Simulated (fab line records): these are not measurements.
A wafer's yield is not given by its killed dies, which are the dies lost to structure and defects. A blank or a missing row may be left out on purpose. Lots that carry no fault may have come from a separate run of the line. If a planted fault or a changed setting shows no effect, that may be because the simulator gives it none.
Split-lot trial / flow ritCmos / on a route of 202 steps: 5 lots, 23 wafers read

SPLIT DETAILS
At RIT_PLDD_COAT_01 (resist thk 1000 nm), the setting resistThkNm was moved away from the recipe's 1000 nm on 5 of the 23 wafers read, by -2.9% to -2.5%. The other wafers ran this setting at the recipe's value.

FROM THE SPLIT TO THE READING: what the file shows between them, 3 steps
- RIT_PLDD_SOFTBAKE_02: time 60 s
- RIT_PLDD_EXPOSE_03: exposes mask M8, target cd 40900 nm
- RIT_PLDD_DEVELOP_05: develop time 50 s

THE READING
NOVOLAK_of_PLDD_COAT_01.thkNm (the simulator's own value, which no gauge read), in nm, at RIT_PLDD_HARDBAKE_07 (time 60 s). The file gives no usual value for it. Across the 18 wafers here that went through the recipe, the average is 884.5 nm and the standard deviation 2.8 nm.

wafer=L078.2; tool, chamber at the split=lithoTrack-01, 0; resistThkNm as run, nm=970.8; against the recipe=-2.9%; NOVOLAK_of_PLDD_COAT_01.thkNm, nm=862.5; against lot-mates on the recipe=-25.2
wafer=L078.3; tool, chamber at the split=lithoTrack-01, 0; resistThkNm as run, nm=1000; against the recipe=recipe; NOVOLAK_of_PLDD_COAT_01.thkNm, nm=887; against lot-mates on the recipe=-
wafer=L078.4; tool, chamber at the split=lithoTrack-01, 0; resistThkNm as run, nm=970.8; against the recipe=-2.9%; NOVOLAK_of_PLDD_COAT_01.thkNm, nm=861.3; against lot-mates on the recipe=-26.5
wafer=L078.5; tool, chamber at the split=lithoTrack-01, 0; resistThkNm as run, nm=1000; against the recipe=recipe; NOVOLAK_of_PLDD_COAT_01.thkNm, nm=888.5; against lot-mates on the recipe=-
wafer=L078.6; tool, chamber at the split=lithoTrack-01, 0; resistThkNm as run, nm=970.8; against the recipe=-2.9%; NOVOLAK_of_PLDD_COAT_01.thkNm, nm=861.6; against lot-mates on the recipe=-26.1
wafer=L080.1; tool, chamber at the split=lithoTrack-04, 0; resistThkNm as run, nm=1000; against the recipe=recipe; NOVOLAK_of_PLDD_COAT_01.thkNm, nm=879.8; against lot-mates on the recipe=-
wafer=L080.4; tool, chamber at the split=lithoTrack-04, 0; resistThkNm as run, nm=1000; against the recipe=recipe; NOVOLAK_of_PLDD_COAT_01.thkNm, nm=880.7; against lot-mates on the recipe=-
wafer=L080.5; tool, chamber at the split=lithoTrack-04, 0; resistThkNm as run, nm=1000; against the recipe=recipe; NOVOLAK_of_PLDD_COAT_01.thkNm, nm=883.4; against lot-mates on the recipe=-
wafer=L081.1; tool, chamber at the split=lithoTrack-03, 0; resistThkNm as run, nm=1000; against the recipe=recipe; NOVOLAK_of_PLDD_COAT_01.thkNm, nm=881.4; against lot-mates on the recipe=-
wafer=L081.2; tool, chamber at the split=lithoTrack-03, 0; resistThkNm as run, nm=1000; against the recipe=recipe; NOVOLAK_of_PLDD_COAT_01.thkNm, nm=884.2; against lot-mates on the recipe=-
wafer=L081.3; tool, chamber at the split=lithoTrack-03, 0; resistThkNm as run, nm=1000; against the recipe=recipe; NOVOLAK_of_PLDD_COAT_01.thkNm, nm=883.4; against lot-mates on the recipe=-
wafer=L081.4; tool, chamber at the split=lithoTrack-03, 0; resistThkNm as run, nm=1000; against the recipe=recipe; NOVOLAK_of_PLDD_COAT_01.thkNm, nm=883; against lot-mates on the recipe=-
wafer=L081.5; tool, chamber at the split=lithoTrack-03, 0; resistThkNm as run, nm=1000; against the recipe=recipe; NOVOLAK_of_PLDD_COAT_01.thkNm, nm=883.2; against lot-mates on the recipe=-
wafer=L082.1; tool, chamber at the split=lithoTrack-03, 0; resistThkNm as run, nm=1000; against the recipe=recipe; NOVOLAK_of_PLDD_COAT_01.thkNm, nm=884.7; against lot-mates on the recipe=-
wafer=L082.2; tool, chamber at the split=lithoTrack-03, 0; resistThkNm as run, nm=1000; against the recipe=recipe; NOVOLAK_of_PLDD_COAT_01.thkNm, nm=883.7; against lot-mates on the recipe=-
wafer=L082.4; tool, chamber at the split=lithoTrack-03, 0; resistThkNm as run, nm=1000; against the recipe=recipe; NOVOLAK_of_PLDD_COAT_01.thkNm, nm=884.6; against lot-mates on the recipe=-
wafer=L082.5; tool, chamber at the split=lithoTrack-03, 0; resistThkNm as run, nm=1000; against the recipe=recipe; NOVOLAK_of_PLDD_COAT_01.thkNm, nm=882.8; against lot-mates on the recipe=-
wafer=L082.6; tool, chamber at the split=lithoTrack-03, 0; resistThkNm as run, nm=1000; against the recipe=recipe; NOVOLAK_of_PLDD_COAT_01.thkNm, nm=883.6; against lot-mates on the recipe=-
wafer=L085.1; tool, chamber at the split=lithoTrack-04, 0; resistThkNm as run, nm=1000; against the recipe=recipe; NOVOLAK_of_PLDD_COAT_01.thkNm, nm=889.6; against lot-mates on the recipe=-
wafer=L085.2; tool, chamber at the split=lithoTrack-04, 0; resistThkNm as run, nm=1000; against the recipe=recipe; NOVOLAK_of_PLDD_COAT_01.thkNm, nm=889; against lot-mates on the recipe=-
wafer=L085.4; tool, chamber at the split=lithoTrack-04, 0; resistThkNm as run, nm=974.9; against the recipe=-2.5%; NOVOLAK_of_PLDD_COAT_01.thkNm, nm=868; against lot-mates on the recipe=-20.9
wafer=L085.5; tool, chamber at the split=lithoTrack-04, 0; resistThkNm as run, nm=1000; against the recipe=recipe; NOVOLAK_of_PLDD_COAT_01.thkNm, nm=888.2; against lot-mates on the recipe=-
wafer=L085.6; tool, chamber at the split=lithoTrack-04, 0; resistThkNm as run, nm=974.9; against the recipe=-2.5%; NOVOLAK_of_PLDD_COAT_01.thkNm, nm=867.6; against lot-mates on the recipe=-21.3

FIT RESULTS
A straight line over all 23 wafers: NOVOLAK_of_PLDD_COAT_01.thkNm changes by +7.41 nm for each +1% of resistThkNm; r = +0.96; the points scatter about the line by 2.7 nm.
The same after taking each lot's own level away (the mean of its wafers on the recipe; 23 wafers): +8.74 nm for each +1%; r = +1.00; scatter 0.94 nm.
According to that fit, moving resistThkNm by its largest amount changes the reading by 26 nm.
The span of the lots' own levels, 881.30 to 888.93 nm, comes to 2.7 times the standard deviation stated above.
So the lot-to-lot level changes the slope: the two fits differ.
Check: with one of the wafers moved furthest among these (-2.9%) left out of the fit, the line predicts -25.6 nm for it against its lot-mates. Against them it came out at -25.2 nm.

OTHER SPLITS ON THESE WAFERS
Before the reading, these wafers also passed through other splits. Each is held against what the fit with the lots' levels taken away leaves over:
other split on the same wafers=RIT_GATE_DEVELOP_15 developTimeS; wafers away from the commonest value=6; r with NOVOLAK_of_PLDD_COAT_01.thkNm (lot level and that fit taken away)=-0.06
other split on the same wafers=RIT_REOX_OXIDATION_03 oxTimeS; wafers away from the commonest value=18; r with NOVOLAK_of_PLDD_COAT_01.thkNm (lot level and that fit taken away)=-0.10
other split on the same wafers=RIT_NLDD_SOFTBAKE_02 tempC; wafers away from the commonest value=9; r with NOVOLAK_of_PLDD_COAT_01.thkNm (lot level and that fit taken away)=-0.19

THE WHOLE CHAIN: every reading that the file lists as answering this split, in the file's order
step=RIT_PLDD_COAT_01; what it does=resist thk 1000 nm; reading=NOVOLAK_of_PLDD_COAT_01.thkNm (the simulator's own value, which no gauge read); change (the file's fit)=+9.94 nm for each +1% of the setting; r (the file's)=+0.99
step=RIT_PLDD_HARDBAKE_07; what it does=time 60 s; reading=NOVOLAK_of_PLDD_COAT_01.thkNm (the simulator's own value, which no gauge read); change (the file's fit)=+8.7 nm for each +1% of the setting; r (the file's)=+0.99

FILE'S OWN FIT
NOVOLAK_of_PLDD_COAT_01.thkNm changes by +8.7 nm for each +1% of resistThkNm, r = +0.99.
